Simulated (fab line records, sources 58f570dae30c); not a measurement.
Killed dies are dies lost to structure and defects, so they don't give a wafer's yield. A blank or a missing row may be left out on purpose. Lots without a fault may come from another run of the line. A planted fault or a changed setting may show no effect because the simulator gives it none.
Split-lot experiment | flow berkeley_cmos170 | 5 lots, 23 wafers read, on a route of 331 steps

THE SPLIT
At UCB170_M1_SPUTTER_00 (material Al, target thk 600 nm, time 80 s), the setting power_w was moved away from the recipe's 6000 W on 8 of the 23 wafers read, by -8.7% to +11.1%. The other wafers ran this setting at the recipe's value.

FROM THE SPLIT TO THE READING: what the file shows between them, 1 step
- UCB170_M1_RS_MEAS_01: measures by four-point-probe

THE READING
M1_AL_THK, in nm, at UCB170_M1_THK_MEAS_02 (measures by xrf). Fault-free wafers of this fab line usually give 612 nm, standard deviation 8.2 nm.

wafer  | tool, chamber at the split | power_w as run, W | against the recipe | M1_AL_THK, nm | against lot-mates on the recipe
L075.1 | pvd_sputter-04, -          | 5481              | -8.7%              | 555           | -59
L075.2 | pvd_sputter-04, -          | 6000              | recipe             | 613           | -
L075.3 | pvd_sputter-04, -          | 6000              | recipe             | 616           | -
L075.5 | pvd_sputter-04, -          | 5481              | -8.7%              | 561           | -53
L075.6 | pvd_sputter-04, -          | 6000              | recipe             | 614           | -
L077.2 | pvd_sputter-04, -          | 6000              | recipe             | 613           | -
L077.3 | pvd_sputter-04, -          | 6593              | +9.9%              | 674           | +61
L077.4 | pvd_sputter-04, -          | 6593              | +9.9%              | 678           | +65
L077.5 | pvd_sputter-04, -          | 6000              | recipe             | 617           | -
L077.6 | pvd_sputter-04, -          | 6000              | recipe             | 609           | -
L076.1 | pvd_sputter-02, -          | 6665              | +11.1%             | 666           | +65
L076.3 | pvd_sputter-02, -          | 6000              | recipe             | 593           | -
L076.4 | pvd_sputter-02, -          | 6000              | recipe             | 599           | -
L076.5 | pvd_sputter-02, -          | 6665              | +11.1%             | 667           | +66
L076.6 | pvd_sputter-02, -          | 6000              | recipe             | 612           | -
L079.1 | pvd_sputter-04, -          | 6000              | recipe             | 622           | -
L079.2 | pvd_sputter-04, -          | 6000              | recipe             | 627           | -
L079.3 | pvd_sputter-04, -          | 6000              | recipe             | 625           | -
L079.5 | pvd_sputter-04, -          | 6255              | +4.2%              | 651           | +26
L079.6 | pvd_sputter-04, -          | 6255              | +4.2%              | 650           | +25
L084.1 | pvd_sputter-02, -          | 6000              | recipe             | 609           | -
L084.3 | pvd_sputter-02, -          | 6000              | recipe             | 620           | -
L084.6 | pvd_sputter-02, -          | 6000              | recipe             | 620           | -

THE FIT
A straight line over all 23 wafers: M1_AL_THK changes by +5.86 nm for each +1% of power_w; r = +0.96; the points scatter about the line by 9.4 nm.
The same after taking each lot's own level away (the mean of its wafers on the recipe; 23 wafers): +6.22 nm for each +1%; r = +0.99; scatter 4.3 nm.
On that fit, the largest move of power_w shifts the reading by 69 nm.
The lots' own levels span 601.3 to 624.7 nm, that is 2.8 times the standard deviation above.
So the lot-to-lot level changes the slope little: the two slopes agree.
Check: with one of the wafers moved furthest among these (+11.1%) left out of the fit, the line predicts +69.5 nm for it against its lot-mates. It came out at +64.7 nm against them.

OTHER SPLITS ON THESE WAFERS
These wafers also went through other splits before the reading. Each is held against what the fit with the lots' levels taken away leaves over:
other split on the same wafers     | wafers away from the commonest value | r with M1_AL_THK (lot level and that fit taken away)
UCB170_NSD_IMPLANT_08 dose_cm2     | 7                                    | +0.20
UCB170_SILICIDE_SPUTTER_01 power_w | 5                                    | -0.29

THE WHOLE CHAIN: every reading that the file lists as answering this split, in the file's order
step                  | what it does                              | reading                                                                     | change (the file's fit)               | r (the file's)
UCB170_M1_SPUTTER_00  | material Al, target thk 600 nm, time 80 s | Al_of_M1_SPUTTER_00.thk_nm (the simulator's own value, which no gauge read) | +5.92 nm for each +1% of the setting  | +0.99
UCB170_M1_RS_MEAS_01  | measures by four-point-probe              | M1_AL_RS                                                                    | -0.000472 for each +1% of the setting | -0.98
UCB170_M1_THK_MEAS_02 | measures by xrf                           | M1_AL_THK                                                                   | +6.19 for each +1% of the setting     | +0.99

THE FILE'S OWN FIT
M1_AL_THK changes by +6.19 nm for each +1% of power_w, r = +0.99.
